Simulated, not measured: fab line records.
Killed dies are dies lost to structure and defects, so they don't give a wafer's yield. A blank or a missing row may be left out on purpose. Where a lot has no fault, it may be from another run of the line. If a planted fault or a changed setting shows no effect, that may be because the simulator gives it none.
Lot-split experiment + flow berkeley_cmos170 + 27 wafers read across 5 lots, on a route 331 steps long

== ABOUT THE SPLIT ==
At UCB170_V1_CVD_00 (deposits SiO2 from TEOS/O2, target thk 2000 nm, time 250 s), the setting time_s was moved away from the recipe's 250 s on 6 of the 27 wafers read, by -24.4% to +36.4%. All remaining wafers had this setting at the recipe value.

No step appears in the file between the split and the reading.

== THE READING ==
Values of V1_TEOS_THK in nm from UCB170_V1_THK_MEAS_01. On this fab line, fault-free wafers typically give 1996 nm with a standard deviation of 20 nm.

| wafer  | tool, chamber at the split | time_s as run, s | against the recipe | V1_TEOS_THK, nm | against lot-mates on the recipe |
|--------|----------------------------|------------------|--------------------|-----------------|---------------------------------|
| L075.1 | pecvd-01, 0                | 189              | -24.4%             | 1518            | -489                            |
| L075.2 | pecvd-01, 2                | 189              | -24.4%             | 1473            | -534                            |
| L075.3 | pecvd-01, 1                | 250              | recipe             | 2018            | -                               |
| L075.4 | pecvd-01, 1                | 189              | -24.4%             | 1529            | -478                            |
| L075.5 | pecvd-01, 2                | 250              | recipe             | 1999            | -                               |
| L075.6 | pecvd-01, 0                | 250              | recipe             | 2004            | -                               |
| L077.1 | pecvd-02, 1                | 250              | recipe             | 1972            | -                               |
| L077.2 | pecvd-02, 0                | 250              | recipe             | 1990            | -                               |
| L077.3 | pecvd-02, 2                | 340.9            | +36.4%             | 2686            | +695                            |
| L077.4 | pecvd-02, 2                | 340.9            | +36.4%             | 2722            | +731                            |
| L077.5 | pecvd-02, 1                | 340.9            | +36.4%             | 2728            | +737                            |
| L077.6 | pecvd-02, 0                | 250              | recipe             | 2011            | -                               |
| L076.1 | pecvd-01, 1,2              | 250              | recipe             | 1990            | -                               |
| L076.2 | pecvd-01, 0                | 250              | recipe             | 1973            | -                               |
| L076.3 | pecvd-01, 2                | 250              | recipe             | 1955            | -                               |
| L076.4 | pecvd-01, 0                | 250              | recipe             | 2006            | -                               |
| L076.5 | pecvd-01, 1                | 250              | recipe             | 2029            | -                               |
| L076.6 | pecvd-01, 1,2              | 250              | recipe             | 1989            | -                               |
| L078.1 | pecvd-02, 1                | 250              | recipe             | 1988            | -                               |
| L078.2 | pecvd-02, 2                | 250              | recipe             | 1961            | -                               |
| L078.3 | pecvd-02, 0                | 250              | recipe             | 1978            | -                               |
| L078.4 | pecvd-02, 0                | 250              | recipe             | 2008            | -                               |
| L078.5 | pecvd-02, 1                | 250              | recipe             | 2008            | -                               |
| L078.6 | pecvd-02, 2                | 250              | recipe             | 2005            | -                               |
| L081.2 | pecvd-01, 2                | 250              | recipe             | 1999            | -                               |
| L081.4 | pecvd-01, 1                | 250              | recipe             | 2017            | -                               |
| L081.6 | pecvd-01, 2                | 250              | recipe             | 2009            | -                               |
The file does not say which wafer passed through which chamber wherever a row lists several chambers: such a row stands for several wafers.

THE FIT
A straight line over all 27 wafers: V1_TEOS_THK changes by +19.8 nm for each +1% of time_s; r = +1.00; the points scatter about the line by 20 nm.
The same after taking each lot's own level away (the mean of its wafers on the recipe; 27 wafers): +20.1 nm for each +1%; r = +1.00; scatter 19 nm.
According to that fit, moving time_s by its largest amount changes the reading by 7.3e+02 nm.
Across the lots, their own levels run from 1990.3 to 2008.3 nm, a range of 0.9 times the standard deviation given above.
The two slopes are in agreement: the lot-to-lot level therefore moves the slope only a little.
Check: +738 nm against its lot-mates is what the line predicts for one of the wafers moved furthest among these (+36.4%) when that wafer is left out of the fit. Against them it came out at +695 nm.

== THE OTHER SPLITS THESE WAFERS WENT THROUGH ==
Note: prior to the reading, these wafers also went through further splits. Each is held against what the fit with the lots' levels taken away leaves over:
| other split on the same wafers           | wafers away from the commonest value | r with V1_TEOS_THK (lot level and that fit taken away) |
|------------------------------------------|--------------------------------------|--------------------------------------------------------|
| UCB170_ZERO_ETCH_06 time_s               | 12                                   | +0.00                                                  |
| UCB170_PWELL_ETCH_14 time_s              | 9                                    | -0.19                                                  |
| UCB170_GATE_OXIDATION_01 ox_time_s       | 18                                   | -0.11                                                  |
| UCB170_SPACER_ETCHBACK_03 target_depth_a | 9                                    | -0.03                                                  |
| UCB170_SDANNEAL_RTA_01 time_s            | 12                                   | +0.20                                                  |

== THE WHOLE CHAIN: every reading that the file lists as answering this split, in the file's order ==
| step                  | what it does                                               | reading                                                                   | change (the file's fit)            | r (the file's) |
|-----------------------|------------------------------------------------------------|---------------------------------------------------------------------------|------------------------------------|----------------|
| UCB170_V1_CVD_00      | deposits SiO2 from TEOS/O2, target thk 2000 nm, time 250 s | SiO2_of_V1_CVD_00.thk_nm (the simulator's own value, which no gauge read) | +20 nm for each +1% of the setting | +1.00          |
| UCB170_V1_THK_MEAS_01 |                                                            | V1_TEOS_THK                                                               | +20 for each +1% of the setting    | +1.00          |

== THE FILE'S OWN FIT ==
V1_TEOS_THK changes by +20 nm for each +1% of time_s, r = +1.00.
